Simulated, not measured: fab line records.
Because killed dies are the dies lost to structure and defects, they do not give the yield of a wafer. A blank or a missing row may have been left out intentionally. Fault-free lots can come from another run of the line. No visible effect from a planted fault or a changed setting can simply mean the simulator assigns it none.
fab line records / flow rit-cmos
record lots=13 wafers=39 last-day=7
route steps=202 shown PSD@150 M1@202
lots that met no fault: taken from a fault-free run of the same line
start-h: hours from the record's first day to the start of the lot's first wafer shown / wait-h: hours since the lot's step before / " as in the row above / L1.1+2: a single row standing in for several wafers / - either no value or no given start / * or withheld: withheld / < > ~ a bound
route shown NAME@n: a module of which the file shows steps, and the number in the route of the first / usual: the fault-free wafers' mean and standard deviation / same: alike in all rows / chamber/n: place in a boat / sites: each site's reading / _std_site: standard deviation of those values / _edge_site: outer sites' mean less inner sites' / radius-mm: how far each site lies from the wafer's centre / mask NAME#n: copy n / behind: the last tool/chamber to shape the wafer / hold: why the lot was held/for how many hours/how that ended / device: the n, p or np transistor that did not switch / end of line: tests of these same wafers at the route's end / a step with no rows: only its recipe / killed: dies that structure and defects cost at the first sort, which is not the same as the wafer's yield / map: dies across one wafer; x = killed, . = not, _ = none there
set.NAME: the setting as run; set.NAME@STEP: as run at that earlier step / model.NAME: the simulator's own value behind a step, which no gauge read
a sample of lots followed through the steps of the route, with each step as a table and each wafer as a row
services: the hour from which a tool's chamber was out of use, counted from the record's first day as start-h (under 0 if before that day), plus the number of hours and why
## steps
# step RIT_PSD_IMPLANT_08
# recipe species=BF2 energy-kev=27 dose-cm2=5e+15 tilt-deg=7
# usual dose-ions-cm2=5e+15/5e+12
lot.wafer=L523.4 tool=implanter-04 chamber=0 start-h=54.42 wait-h=0.1 dose-ions-cm2=4.997e+15
lot.wafer=L523.5 tool=implanter-04 chamber=0 start-h=54.42 wait-h=0.1 dose-ions-cm2=5.003e+15
lot.wafer=L523.6 tool=implanter-04 chamber=0 start-h=54.42 wait-h=0.1 dose-ions-cm2=4.991e+15
lot.wafer=L524.1 tool=implanter-03 chamber=0 start-h=59.97 wait-h=0.1 dose-ions-cm2=5.007e+15
lot.wafer=L524.3 tool=implanter-03 chamber=0 start-h=59.97 wait-h=0.1 dose-ions-cm2=5.005e+15
lot.wafer=L524.6 tool=implanter-03 chamber=0 start-h=59.97 wait-h=0.1 dose-ions-cm2=5.003e+15
lot.wafer=L526.3 tool=implanter-01 chamber=0 start-h=69.47 wait-h=0.1 dose-ions-cm2=4.999e+15
lot.wafer=L526.5 tool=implanter-01 chamber=0 start-h=69.47 wait-h=0.1 dose-ions-cm2=4.998e+15
lot.wafer=L526.6 tool=implanter-01 chamber=0 start-h=69.47 wait-h=0.1 dose-ions-cm2=4.999e+15
lot.wafer=L525.2 tool=implanter-04 chamber=0 start-h=70.03 wait-h=0.1 dose-ions-cm2=5e+15
lot.wafer=L525.3 tool=implanter-04 chamber=0 start-h=70.03 wait-h=0.1 dose-ions-cm2=4.995e+15
lot.wafer=L525.6 tool=implanter-04 chamber=0 start-h=70.03 wait-h=0.1 dose-ions-cm2=4.999e+15
lot.wafer=L527.2 tool=implanter-01 chamber=0 start-h=73.45 wait-h=0.1 dose-ions-cm2=5.008e+15
lot.wafer=L527.5 tool=implanter-01 chamber=0 start-h=73.45 wait-h=0.1 dose-ions-cm2=5.007e+15
lot.wafer=L527.6 tool=implanter-01 chamber=0 start-h=73.45 wait-h=0.1 dose-ions-cm2=5.001e+15
lot.wafer=L529.2 tool=implanter-04 chamber=0 start-h=81.80 wait-h=0.1 dose-ions-cm2=4.992e+15
lot.wafer=L529.3 tool=implanter-04 chamber=0 start-h=81.80 wait-h=0.1 dose-ions-cm2=5.005e+15
lot.wafer=L529.6 tool=implanter-04 chamber=0 start-h=81.80 wait-h=0.1 dose-ions-cm2=4.993e+15
lot.wafer=L528.2 tool=implanter-04 chamber=0 start-h=83.42 wait-h=0.1 dose-ions-cm2=5.003e+15
lot.wafer=L528.3 tool=implanter-04 chamber=0 start-h=83.42 wait-h=0.1 dose-ions-cm2=4.998e+15
lot.wafer=L528.4 tool=implanter-04 chamber=0 start-h=83.42 wait-h=0.1 dose-ions-cm2=5.005e+15
lot.wafer=L530.3 tool=implanter-04 chamber=0 start-h=87.30 wait-h=0.1 dose-ions-cm2=5e+15
lot.wafer=L530.4 tool=implanter-04 chamber=0 start-h=87.30 wait-h=0.1 dose-ions-cm2=5.005e+15
lot.wafer=L530.5 tool=implanter-04 chamber=0 start-h=87.30 wait-h=0.1 dose-ions-cm2=5.008e+15
lot.wafer=L533.2 tool=implanter-01 chamber=0 start-h=99.43 wait-h=0.1 dose-ions-cm2=4.995e+15
lot.wafer=L533.3 tool=implanter-01 chamber=0 start-h=99.43 wait-h=0.1 dose-ions-cm2=5e+15
lot.wafer=L533.5 tool=implanter-01 chamber=0 start-h=99.43 wait-h=0.1 dose-ions-cm2=4.999e+15
lot.wafer=L539.2 tool=implanter-04 chamber=0 start-h=129.28 wait-h=0.1 dose-ions-cm2=4.458e+15
lot.wafer=L539.5 tool=implanter-04 chamber=0 start-h=129.28 wait-h=0.1 dose-ions-cm2=4.463e+15
lot.wafer=L539.6 tool=implanter-04 chamber=0 start-h=129.28 wait-h=0.1 dose-ions-cm2=4.458e+15
lot.wafer=L540.1 tool=implanter-04 chamber=0 start-h=137.14 wait-h=0.1 dose-ions-cm2=4.461e+15
lot.wafer=L540.3 tool=implanter-04 chamber=0 start-h=137.14 wait-h=0.1 dose-ions-cm2=4.466e+15
lot.wafer=L540.4 tool=implanter-04 chamber=0 start-h=137.14 wait-h=0.1 dose-ions-cm2=4.46e+15
lot.wafer=L543.1 tool=implanter-01 chamber=0 start-h=150.28 wait-h=0.1 dose-ions-cm2=4.997e+15
lot.wafer=L543.3 tool=implanter-01 chamber=0 start-h=150.28 wait-h=0.1 dose-ions-cm2=5.009e+15
lot.wafer=L543.6 tool=implanter-01 chamber=0 start-h=150.28 wait-h=0.1 dose-ions-cm2=5.002e+15
lot.wafer=L546.1 tool=implanter-01 chamber=0 start-h=164.89 wait-h=0.1 dose-ions-cm2=5.001e+15
lot.wafer=L546.4 tool=implanter-01 chamber=0 start-h=164.89 wait-h=0.1 dose-ions-cm2=4.992e+15
lot.wafer=L546.6 tool=implanter-01 chamber=0 start-h=164.89 wait-h=0.1 dose-ions-cm2=5e+15
# step RIT_SDANNEAL_RS_MEAS_04
# recipe thk-meas-gauge=four-point-probe
# usual PSD_RS=116.0/0.39
lot.wafer=L523.4 tool=film-metro-04 chamber=- start-h=55.22 wait-h=0.1 PSD_RS[ohm/sq]=115.4
lot.wafer=L523.5 tool=film-metro-04 chamber=- start-h=55.22 wait-h=0.1 PSD_RS[ohm/sq]=115.8
lot.wafer=L523.6 tool=film-metro-04 chamber=- start-h=55.22 wait-h=0.1 PSD_RS[ohm/sq]=115.6
lot.wafer=L524.1 tool=film-metro-01 chamber=- start-h=60.78 wait-h=0.0 PSD_RS[ohm/sq]=116.5
lot.wafer=L524.3 tool=film-metro-01 chamber=- start-h=60.78 wait-h=0.0 PSD_RS[ohm/sq]=116.5
lot.wafer=L524.6 tool=film-metro-01 chamber=- start-h=60.78 wait-h=0.0 PSD_RS[ohm/sq]=116.6
lot.wafer=L526.3 tool=film-metro-02 chamber=- start-h=70.29 wait-h=0.1 PSD_RS[ohm/sq]=116.6
lot.wafer=L526.5 tool=film-metro-02 chamber=- start-h=70.29 wait-h=0.1 PSD_RS[ohm/sq]=116.6
lot.wafer=L526.6 tool=film-metro-02 chamber=- start-h=70.29 wait-h=0.1 PSD_RS[ohm/sq]=116.5
lot.wafer=L525.2 tool=film-metro-04 chamber=- start-h=70.85 wait-h=0.1 PSD_RS[ohm/sq]=115.3
lot.wafer=L525.3 tool=film-metro-04 chamber=- start-h=70.85 wait-h=0.1 PSD_RS[ohm/sq]=115.4
lot.wafer=L525.6 tool=film-metro-04 chamber=- start-h=70.85 wait-h=0.1 PSD_RS[ohm/sq]=115.4
lot.wafer=L527.2 tool=film-metro-01 chamber=- start-h=74.25 wait-h=0.1 PSD_RS[ohm/sq]=115.8
lot.wafer=L527.5 tool=film-metro-01 chamber=- start-h=74.25 wait-h=0.1 PSD_RS[ohm/sq]=116.1
lot.wafer=L527.6 tool=film-metro-01 chamber=- start-h=74.25 wait-h=0.1 PSD_RS[ohm/sq]=116.3
lot.wafer=L529.2 tool=film-metro-02 chamber=- start-h=82.80 wait-h=0.1 PSD_RS[ohm/sq]=116.4
lot.wafer=L529.3 tool=film-metro-02 chamber=- start-h=82.80 wait-h=0.1 PSD_RS[ohm/sq]=116.2
lot.wafer=L529.6 tool=film-metro-02 chamber=- start-h=82.80 wait-h=0.1 PSD_RS[ohm/sq]=116.2
lot.wafer=L528.2 tool=film-metro-04 chamber=- start-h=84.58 wait-h=0.1 PSD_RS[ohm/sq]=115.7
lot.wafer=L528.3 tool=film-metro-04 chamber=- start-h=84.58 wait-h=0.1 PSD_RS[ohm/sq]=116.0
lot.wafer=L528.4 tool=film-metro-04 chamber=- start-h=84.58 wait-h=0.1 PSD_RS[ohm/sq]=116.4
lot.wafer=L530.3 tool=film-metro-02 chamber=- start-h=88.13 wait-h=0.1 PSD_RS[ohm/sq]=116.2
lot.wafer=L530.4 tool=film-metro-02 chamber=- start-h=88.13 wait-h=0.1 PSD_RS[ohm/sq]=116.2
lot.wafer=L530.5 tool=film-metro-02 chamber=- start-h=88.13 wait-h=0.1 PSD_RS[ohm/sq]=116.0
lot.wafer=L533.2 tool=film-metro-04 chamber=- start-h=100.46 wait-h=0.1 PSD_RS[ohm/sq]=115.6
lot.wafer=L533.3 tool=film-metro-04 chamber=- start-h=100.46 wait-h=0.1 PSD_RS[ohm/sq]=115.6
lot.wafer=L533.5 tool=film-metro-04 chamber=- start-h=100.46 wait-h=0.1 PSD_RS[ohm/sq]=115.8
lot.wafer=L539.2 tool=film-metro-04 chamber=- start-h=130.44 wait-h=0.1 PSD_RS[ohm/sq]=117.5
lot.wafer=L539.5 tool=film-metro-04 chamber=- start-h=130.44 wait-h=0.1 PSD_RS[ohm/sq]=117.3
lot.wafer=L539.6 tool=film-metro-04 chamber=- start-h=130.44 wait-h=0.1 PSD_RS[ohm/sq]=117.5
lot.wafer=L540.1 tool=film-metro-02 chamber=- start-h=137.98 wait-h=0.0 PSD_RS[ohm/sq]=117.3
lot.wafer=L540.3 tool=film-metro-02 chamber=- start-h=137.98 wait-h=0.0 PSD_RS[ohm/sq]=116.9
lot.wafer=L540.4 tool=film-metro-02 chamber=- start-h=137.98 wait-h=0.0 PSD_RS[ohm/sq]=117.2
lot.wafer=L543.1 tool=film-metro-04 chamber=- start-h=151.29 wait-h=0.0 PSD_RS[ohm/sq]=116.2
lot.wafer=L543.3 tool=film-metro-04 chamber=- start-h=151.29 wait-h=0.0 PSD_RS[ohm/sq]=116.3
lot.wafer=L543.6 tool=film-metro-04 chamber=- start-h=151.29 wait-h=0.0 PSD_RS[ohm/sq]=115.6
lot.wafer=L546.1 tool=film-metro-02 chamber=- start-h=166.38 wait-h=0.1 PSD_RS[ohm/sq]=116.0
lot.wafer=L546.4 tool=film-metro-02 chamber=- start-h=166.38 wait-h=0.1 PSD_RS[ohm/sq]=116.3
lot.wafer=L546.6 tool=film-metro-02 chamber=- start-h=166.38 wait-h=0.1 PSD_RS[ohm/sq]=115.9
# step RIT_M1_PROBE_99
# usual killed-at-contacts=0.1/0.25 killed-at-front-end=8/3.3 killed-dies=8/3.3 killed-open=3.9/2.1 killed-short=3.8/2.2
# same gross-dies=264 killed_at_M0_to_M3=0 killed_at_M4_up=0 killed-at-back-side=0 killed-at-other=0
lot.wafer=L539.2 tool=prober-02 chamber=- start-h=138.52 wait-h=0.1 killed-at-contacts=0 killed-at-front-end=11 killed-dies=11 killed-open=7 killed-short=4
lot.wafer=L539.5 tool=prober-02 chamber=- start-h=138.67 wait-h=0.2 killed-at-contacts=0 killed-at-front-end=7 killed-dies=7 killed-open=3 killed-short=4
lot.wafer=L539.6 tool=prober-02 chamber=- start-h=138.72 wait-h=0.2 killed-at-contacts=0 killed-at-front-end=7 killed-dies=7 killed-open=2 killed-short=5
# killed by level:class
L539.2 GATE:geometric-particle:open=5 FOX1:geometric-particle:short=2 GATE:geometric-particle:short=2 FOX1:geometric-particle:open=1 REOX:geometric-particle:open=1
L539.5 GATE:geometric-particle:short=2 SPACER:geometric-particle:open=2 SPACER:geometric-particle:short=1 SILICIDE:geometric-particle:open=1 SILICIDE:geometric-particle:short=1
L539.6 REOX:geometric-particle:short=2 FOX1:geometric-particle:short=1 FOX2:geometric-particle:short=1 GATE:geometric-particle:open=1 SPACER:geometric-particle:short=1 SPACER:geometric-particle:open=1
## services
tool=implanter-01 chamber=- start-h=53.08 hours=16.3 kind=pm
tool=implanter-03 chamber=- start-h=69.36 hours=92.4 kind=pm
tool=implanter-01 chamber=- start-h=133.72 hours=1.7 kind=repair
tool=implanter-01 chamber=- start-h=141.19 hours=3.8 kind=repair
tool=implanter-04 chamber=- start-h=159.03 hours=3.1 kind=pm
tool=implanter-03 chamber=- start-h=161.73 hours=5.1 kind=pm
## key
first-sign step=RIT_PSD_IMPLANT_08 reading=dose-ions-cm2 direction=down sigmas=99+ usual=5e+15 struck=4.461e+15
effect step=RIT_SDANNEAL_RS_MEAS_04 reading=PSD_RS direction=up sigmas=3.3 usual=116.0 struck=117.3
met-at RIT_PSD_IMPLANT_08
struck-lots L539,L540
tester-left-out L539,L540
onset-between 87.30 129.28
fault kind=process-parameter-drift tool=implanter-04 chamber=- onset-h=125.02 steps=RIT_PSD_IMPLANT_08 channel=dose-cm2 offset=-5.3471e+14 shape=step end-h=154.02 acts-in=these-recipes-only stated=5e+15
# tester-left-out: of these lots the tester's yield and bins aren't shown, on N5 and GAA mostly nor the transistor test; their killed dies are dies lost to structure and defects alone, not to doping, threshold or leakage, so they don't give the yield
